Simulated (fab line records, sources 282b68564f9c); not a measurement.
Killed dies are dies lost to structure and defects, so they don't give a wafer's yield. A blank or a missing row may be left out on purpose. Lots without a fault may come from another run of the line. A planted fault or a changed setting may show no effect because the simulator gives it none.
Which tool did it? | flow rit_cmos | 12 lots, 36 wafers sampled, at 2 steps of a route of 202

WHAT THE GAUGES READ, wafer by wafer
The record holds no reading of a measuring or inspecting step that can be judged against a usual standard deviation.

WHICH TOOL RAN EACH LOT (tool, then ch and the chambers of the sampled wafers, then the start)
lot  | RIT_ACTIVE_DEVELOP_10            | RIT_M1_PROBE_99
L115 | litho_track-04 ch 0, day 1 14:00 | -
L116 | litho_track-02 ch 0, day 1 19:00 | -
L117 | litho_track-04 ch 0, day 2 01:00 | -
L118 | litho_track-02 ch 0, day 2 05:00 | -
L119 | litho_track-03 ch 0, day 2 15:00 | -
L121 | litho_track-02 ch 0, day 2 21:00 | -
L125 | litho_track-04 ch 0, day 3 17:00 | -
L127 | litho_track-04 ch 0, day 4 04:00 | prober-02, day 6 02:25
L128 | litho_track-04 ch 0, day 4 07:00 | prober-01, day 6 04:14
L133 | litho_track-03 ch 0, day 5 08:00 | prober-02, day 7 09:56
L134 | litho_track-03 ch 0, day 5 13:00 | -
L137 | litho_track-03 ch 0, day 6 04:00 | -
- RIT_ACTIVE_DEVELOP_10: develop time 50 s.
- RIT_M1_PROBE_99

WHAT THE TOOLS THEMSELVES READ (means of the sampled wafers that have a number; where no wafer has one, the mark that the record gives instead)
RIT_M1_PROBE_99.
lot  | tool      | killed_at_contacts | killed_at_front_end | killed_dies | killed_on_rim | killed_open | killed_short
L127 | prober-02 | 0.0                | 212                 | 212         | 69.7          | 5.7         | 3.3
L128 | prober-01 | 0.0                | 165                 | 165         | 66.3          | 3.0         | 5.7
L133 | prober-02 | 0.0                | 9                   | 9           | 3.0           | 3.3         | 5.3

THE ANSWER, worked out from the rows above alone
Rule: what is usual is taken from the lots themselves. Put in order of their means at a reading, lots are off if they are a third of the lots or fewer, leave a main group of 4 or more, and stand apart from it by a gap of 3 or more times the standard deviation of the main group's means; of several such gaps the widest counts. A main group whose means are all the same, to the digits that the tables above print for the reading, isn't used. A lot without any number at a reading at which 4 lots or more have one is off too. The other lots that the step has rows for count as sound. The gauges are gone through in route order, then the tools' own readings, and for those a lot's mean is taken as printed above. The first step at which some lot is off is used, and at that step the reading that is off furthest; a lot without a number counts as furthest.
No lot is off at any reading shown: from this, nothing can be told.

WHAT THE SIMULATOR HAD PUT IN
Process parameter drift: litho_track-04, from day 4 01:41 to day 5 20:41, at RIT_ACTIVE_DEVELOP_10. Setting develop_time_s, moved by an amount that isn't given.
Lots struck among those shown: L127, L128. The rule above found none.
